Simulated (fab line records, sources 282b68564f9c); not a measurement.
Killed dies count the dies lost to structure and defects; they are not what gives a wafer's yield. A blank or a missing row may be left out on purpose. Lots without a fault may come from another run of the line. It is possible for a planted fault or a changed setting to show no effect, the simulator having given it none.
A struck lot beside a sound one / flow rit-cmos / 17 steps out of a route of 202
Sound: wafers L238.2, L238.4, L238.6. Wafers struck: L248.1, L248.4, L248.5. At the end, the cause is stated.
For every step that has rows: the tool of each side, followed by ch and its chambers, followed by its first start. Under that, the readings that differ: sound wafers / struck wafers / difference of the means / sigmas: that difference in standard deviations of wafers without a fault.
alike: same words and numbers on both sides, and readings whose means sit less than 2 such deviations apart. not compared: any withheld reading, any reading some wafer has no value for, any bound like >300 that may hide the same value, and any number with overlapping values for which the record gives no deviation.
Wherever a step has rows on one side only, a row that says differs or no value, or a row with sigmas, the two part there. Non-overlapping numbers with no deviation appear without sigmas and do not part them. A reading that every wafer of one side lacks parts them only if that side has two wafers or more.

first, 4 steps without rows for these wafers: RIT_PSD_SOFTBAKE_02 (time 60 s); RIT_PSD_EXPOSE_03 (exposes mask M10, target cd 40900 nm); RIT_PSD_PEB_04; RIT_PSD_DEVELOP_05 (develop time 50 s).
RIT_PSD_OVL_MEAS_06:
  sound: overlay-02 at day 4 13:10; struck: overlay-01 at day 6 21:55
  alike: PSD_OVL
then, 2 steps without rows for these wafers: RIT_PSD_HARDBAKE_07 (time 60 s); RIT_PSD_IMPLANT_08.
RIT_PSD_STRIP_09: strips in O2, time 180 s.
  sound on plasma-asher-02 ch 0,1, day 4 13:30; struck on plasma-asher-04 ch 0,1, day 6 22:15
  alike: drypump-motor-current-A
  not compared: rf-hours-counter-h
RIT_PSD_TW_MEAS_10:
  sound: film-metro-01 at day 4 13:41; struck: film-metro-03 at day 6 22:25
  alike: PSD_TW
then, 3 steps without rows for these wafers: RIT_SDANNEAL_CLEAN_00 (cleans in SC1, time 600 s); RIT_SDANNEAL_CLEAN_01 (cleans in dHF, time 30 s); RIT_SDANNEAL_CLEAN_02 (cleans in SC2, time 600 s).
RIT_SDANNEAL_RTA_03: time 5 s.
  sound on rtp-anneal-01 ch 0, day 4 14:07; struck on rtp-anneal-01 ch 0, day 6 22:52
reading=wafer_temp_C_max; sound=1053.7 1053.5 1054.3; struck=1033.3 1033.8 1031.6; difference=-20.9; sigmas=-16
RIT_SDANNEAL_RS_MEAS_04: measurement is done with a four-point probe.
  sound: film-metro-03 at day 4 14:14; struck: film-metro-03 at day 6 22:56
reading=PSD_RS (ohm/sq); sound=115.6 116.1 115.2; struck=129.9 130.2 130.4; difference=+14.5; sigmas=+47
RIT_SDANNEAL_RS_MEAS_05: measurement is done with a four-point probe.
  sound: film-metro-03 at day 4 14:22; struck: film-metro-03 at day 6 23:03
reading=NSD_RS (ohm/sq); sound=84.26 84.27 84.27; struck=85.13 85.49 85.36; difference=+1.06; sigmas=+4
RIT_SDANNEAL_RS_MEAS_06: measurement is done with a four-point probe.
  sound: film-metro-03 at day 4 14:29; struck: film-metro-03 at day 6 23:10
reading=PLDD_RS (ohm/sq); sound=178.4 178.8 177.9; struck=193.6 193.7 194.6; difference=+15.6; sigmas=+30
RIT_SDANNEAL_RS_MEAS_07: measurement is done with a four-point probe.
  sound: film-metro-03 at day 4 14:36; struck: film-metro-03 at day 6 23:17
  alike: NLDD_RS

== WHERE THEY PART ==
Last at RIT_SDANNEAL_RS_MEAS_06 as far as this record goes, first at RIT_SDANNEAL_RTA_03. Later steps at which nothing parts them and some readings are alike: RIT_SDANNEAL_RS_MEAS_07.

WHY: the cause the simulator had injected
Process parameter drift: rtp-anneal-01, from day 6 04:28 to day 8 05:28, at RIT_SDANNEAL_RTA_03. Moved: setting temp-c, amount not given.
